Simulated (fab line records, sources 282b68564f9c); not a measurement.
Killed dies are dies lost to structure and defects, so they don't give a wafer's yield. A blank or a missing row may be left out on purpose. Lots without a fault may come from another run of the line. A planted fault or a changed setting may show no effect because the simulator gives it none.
Split-lot experiment | flow rit_cmos | 5 lots, 23 wafers read, on a route of 202 steps

THE SPLIT
At RIT_ACTIVE_CVD_03 (deposits Si3N4 from SiH2Cl2/NH3, target thk 150 nm, time 1500 s), the setting temp_c was moved away from the recipe's 810 C on 5 of the 23 wafers read, by +2.8%. The other wafers ran this setting at the recipe's value.

FROM THE SPLIT TO THE READING: what the file shows between them, 3 steps
- RIT_ACTIVE_THK_MEAS_04
- RIT_ACTIVE_DEVELOP_10: develop time 50 s (also split here: develop_time_s)
- RIT_ACTIVE_CD_MEAS_11: target cd 1400 nm

THE READING
oes_product_au, in a.u., at RIT_ACTIVE_ETCH_13 (etches Si3N4 in SF6, stops on SiO2, time 210 s, target depth 210 nm). Fault-free wafers of this fab line usually give 0.822 a.u., standard deviation 0.014 a.u..

wafer  | tool, chamber at the split | temp_c as run, C | against the recipe | oes_product_au, a.u. | against lot-mates on the recipe
L074.1 | -, -                       | 810              | recipe             | 0.811                | -
L074.2 | -, -                       | 810              | recipe             | 0.869                | -
L074.4 | -, -                       | 810              | recipe             | 0.905                | -
L074.5 | -, -                       | 810              | recipe             | 0.818                | -
L074.6 | -, -                       | 810              | recipe             | 0.879                | -
L077.1 | -, -                       | 832.4            | +2.8%              | 1.012                | no lot-mate on the recipe
L077.2 | -, -                       | 832.4            | +2.8%              | 1.035                | no lot-mate on the recipe
L077.3 | -, -                       | 832.4            | +2.8%              | 0.999                | no lot-mate on the recipe
L077.4 | -, -                       | 832.4            | +2.8%              | 1.024                | no lot-mate on the recipe
L077.5 | -, -                       | 832.4            | +2.8%              | 1.005                | no lot-mate on the recipe
L081.1 | -, -                       | 810              | recipe             | 0.839                | -
L081.3 | -, -                       | 810              | recipe             | 0.843                | -
L081.4 | -, -                       | 810              | recipe             | 0.842                | -
L081.5 | -, -                       | 810              | recipe             | 0.829                | -
L081.6 | -, -                       | 810              | recipe             | 0.838                | -
L082.2 | -, -                       | 810              | recipe             | 0.819                | -
L082.3 | -, -                       | 810              | recipe             | 0.824                | -
L082.4 | -, -                       | 810              | recipe             | 0.818                | -
L082.5 | -, -                       | 810              | recipe             | 0.816                | -
L082.6 | -, -                       | 810              | recipe             | 0.810                | -
L085.3 | lpcvd-01, 0                | 810              | recipe             | 0.824                | -
L085.4 | lpcvd-01, 0                | 810              | recipe             | 0.824                | -
L085.5 | lpcvd-01, 0                | 810              | recipe             | 0.838                | -

THE FIT
A straight line over all 23 wafers: oes_product_au changes by +0.0648 a.u. for each +1% of temp_c; r = +0.96; the points scatter about the line by 0.024 a.u..
Too few moved wafers have a lot-mate on the recipe to fit a line with each lot's own level taken away.

THE WHOLE CHAIN: every reading that the file lists as answering this split, in the file's order
step                   | what it does                                                        | reading                                                                        | change (the file's fit)                  | r (the file's)
RIT_ACTIVE_CVD_03      | deposits Si3N4 from SiH2Cl2/NH3, target thk 150 nm, time 1500 s     | Si3N4_of_ACTIVE_CVD_03.thk_nm (the simulator's own value, which no gauge read) | +25.9 nm for each +1% of the setting     | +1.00
RIT_ACTIVE_THK_MEAS_04 |                                                                     | ACTIVE_NITRIDE_THK                                                             | +25.9 for each +1% of the setting        | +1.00
RIT_ACTIVE_ETCH_13     | etches Si3N4 in SF6, stops on SiO2, time 210 s, target depth 210 nm | oes_product_au                                                                 | +0.0647 a.u. for each +1% of the setting | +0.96
RIT_ACTIVE_ETCH_13     | etches Si3N4 in SF6, stops on SiO2, time 210 s, target depth 210 nm | ACTIVE.feature_depth_nm (the simulator's own value, which no gauge read)       | +25 nm for each +1% of the setting       | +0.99
RIT_ACTIVE_ETCH_13     | etches Si3N4 in SF6, stops on SiO2, time 210 s, target depth 210 nm | etch.depth_nm (the simulator's own value, which no gauge read)                 | +24.3 nm for each +1% of the setting     | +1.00

THE FILE'S OWN FIT
oes_product_au changes by +0.0647 a.u. for each +1% of temp_c, r = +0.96.
